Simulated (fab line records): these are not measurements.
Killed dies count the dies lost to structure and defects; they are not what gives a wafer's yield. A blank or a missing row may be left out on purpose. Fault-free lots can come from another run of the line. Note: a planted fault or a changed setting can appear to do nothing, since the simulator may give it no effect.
Chamber matching    flow berkeley-cmos170    pecvd-01 running UCB170_V2_CVD_00: 3 sister chambers
The step deposits SiO2 from TEOS/O2, target thk 2000 nm, time 250 s. 16 wafers are shown with their chamber, then 8 later ones without.

WAFERS, EACH WITH ITS CHAMBER
wafer   chamber  heater-power-w (W)
L951.2  0        317
L951.5  0        222
L951.6  2        292
L952.1  2        292
L952.3  1        355
L952.4  1        291
L958.2  2        237
L958.5  2        297
L958.6  1        283
L957.1  0        280
L957.5  1        386
L957.6  2        321
L967.3  1        360
L967.4  1        287
L967.6  0        221
L968.1  1        362

SIGNATURES (means of the wafers above)
reading         chamber 0  chamber 1  chamber 2  scatter within a chamber
heater-power-w  260.00     332.00     287.80     40.8
Rule: for a wafer and a chamber, the distance is found by dividing, reading by reading, the gap between the wafer's reading and the chamber's mean by the reading's scatter, squaring, summing and taking the root. The wafer belongs to the nearest chamber; if the next one is less than 2 further off, it can't be placed. How the scatter is found: for the shown wafers, subtract from each reading the mean of its chamber, square and add these, divide the total by (wafers less chambers), then take the root.

WAFERS WITH NO CHAMBER GIVEN
wafer   heater-power-w (W)
L968.2  293
L968.4  227
L970.2  309
L970.3  219
L970.4  279
L973.1  302
L973.4  225
L973.6  395

WHICH CHAMBER EACH ONE RAN IN
wafer   from the rows above           in truth
L968.2  can't be placed: 2 or 0 or 1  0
L968.4  can't be placed: 0 or 2 or 1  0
L970.2  can't be placed: 2 or 1 or 0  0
L970.3  can't be placed: 0 or 2 or 1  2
L970.4  can't be placed: 2 or 0 or 1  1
L973.1  can't be placed: 2 or 1 or 0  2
L973.4  can't be placed: 0 or 2 or 1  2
L973.6  can't be placed: 1 or 2 or 0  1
Correct placement for 0 of the 8. Not placeable from these rows: 8 (in 8, the candidates include the true chamber). Placed wrongly: 0.
